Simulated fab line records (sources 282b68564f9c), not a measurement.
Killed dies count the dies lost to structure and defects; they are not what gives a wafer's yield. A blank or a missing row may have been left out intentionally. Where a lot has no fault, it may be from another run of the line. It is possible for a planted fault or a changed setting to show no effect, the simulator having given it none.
Commonality check across tools | flow rit-cmos | 15 lots, 54 wafers sampled

== WHY IT WAS OPENED ==
At RIT_GATE_THK_MEAS_09 the reading GATE_POLY_THK is flagged on 3 of 15 lots. Wafers without a fault read 250.1 nm, standard deviation 1.7.
Rule: flag the lot when none of its wafers has a number, or when each of its wafers that has one lies beyond 4 standard deviations from that mean. All remaining lots are regarded as sound.

lot  | measured    | on            | GATE_POLY_THK (nm), wafer by wafer  | flag
L625 | day 2 22:34 | film-metro-04 | 251.2 252.2 252.5                   |
L626 | day 2 23:09 | film-metro-01 | 247.2 248.2 247.9                   |
L627 | day 3 02:13 | film-metro-04 | 249.5 250.1 250.8                   |
L628 | day 3 05:04 | film-metro-01 | 248.8 249.3 249.3                   |
L629 | day 3 19:04 | film-metro-02 | 249.0 250.3 248.3                   |
L630 | day 3 19:04 | film-metro-01 | 251.5 251.1 249.6                   |
L631 | day 3 19:04 | film-metro-04 | 249.9 249.4 247.9                   |
L632 | day 3 23:50 | film-metro-02 | 251.0 250.8 249.9                   |
L633 | day 4 08:28 | film-metro-04 | 504.9 503.9 504.8 505.2 504.2 505.0 | FLAGGED
L634 | day 4 13:23 | film-metro-04 | 504.5 501.7 501.4 504.4 501.1 501.1 | FLAGGED
L635 | day 4 18:14 | film-metro-01 | 501.9 500.8 500.9 501.7 500.7 500.8 | FLAGGED
L640 | day 5 18:51 | film-metro-02 | 252.0 251.0 249.8                   |
L645 | day 7 00:25 | film-metro-04 | 251.1 251.3 250.5                   |
L647 | day 7 14:00 | film-metro-01 | 249.5 249.1 246.9                   |
L648 | day 7 18:07 | film-metro-01 | 247.0 248.8 248.6                   |
On average the flagged lots read 502.7 nm, which is +252.6 nm against the usual, or +99 or more standard deviations.

== WHICH TOOL EACH LOT WENT THROUGH ==
The record keeps 1 process step preceding the reading, out of 202 steps on the route. In each cell: the tool, then ch and the chambers that the sampled wafers went through, then the start.
lot  | flag    | RIT_GATE_CVD_08
L625 |         | lpcvd-01 ch 0, day 2 20:57
L626 |         | lpcvd-02 ch 0, day 2 21:31
L627 |         | lpcvd-02 ch 1, day 3 00:35
L628 |         | lpcvd-01 ch 0, day 3 03:26
L629 |         | lpcvd-02 ch 1, day 3 17:27
L630 |         | lpcvd-02 ch 1, day 3 17:27
L631 |         | lpcvd-02 ch 1, day 3 17:27
L632 |         | lpcvd-02 ch 0, day 3 22:11
L633 | FLAGGED | lpcvd-02 ch 1, day 4 03:17
L634 | FLAGGED | lpcvd-02 ch 1, day 4 08:14
L635 | FLAGGED | lpcvd-02 ch 1, day 4 13:11 and lpcvd-01 ch 1, day 4 16:37
L640 |         | lpcvd-01 ch 1, day 5 17:14
L645 |         | lpcvd-01 ch 0, day 6 22:48
L647 |         | lpcvd-01 ch 0, day 7 11:33
L648 |         | lpcvd-01 ch 1, day 7 16:30
What these steps do:
- RIT_GATE_CVD_08: deposits poly-Si from SiH4, target thk 250 nm, time 2220 s.
- RIT_GATE_THK_MEAS_09

== FLAGGED OVER TOTAL, TOOL BY TOOL (the gauges that took the reading come last) ==
step                 | tool          | lots run | flagged | share of the flagged lots | sound lots run after its first flagged lot
RIT_GATE_CVD_08      | lpcvd-01      | 7        | 1       | some                      | 4 (L640,L645,L647,L648)
RIT_GATE_CVD_08      | lpcvd-02      | 9        | 3       | all                       | 0
RIT_GATE_THK_MEAS_09 | film-metro-01 | 6        | 1       | some                      | 2 (L647,L648)
RIT_GATE_THK_MEAS_09 | film-metro-02 | 3        | 0       | none                      | -
RIT_GATE_THK_MEAS_09 | film-metro-04 | 6        | 2       | some                      | 1 (L645)

== WHAT THE TABLE ALLOWS ==
In the table, 1 row covers all flagged lots: lpcvd-02 at RIT_GATE_CVD_08.
- lpcvd-02 at RIT_GATE_CVD_08: 3 of its 9 lots flagged. Last sound lot L632 at day 3 22:11, first flagged lot L633 at day 4 03:17; a fault beginning in between fits.
What remains is a single tool, lpcvd-02 at RIT_GATE_CVD_08.

== WHAT THE SIMULATOR HAD PUT IN ==
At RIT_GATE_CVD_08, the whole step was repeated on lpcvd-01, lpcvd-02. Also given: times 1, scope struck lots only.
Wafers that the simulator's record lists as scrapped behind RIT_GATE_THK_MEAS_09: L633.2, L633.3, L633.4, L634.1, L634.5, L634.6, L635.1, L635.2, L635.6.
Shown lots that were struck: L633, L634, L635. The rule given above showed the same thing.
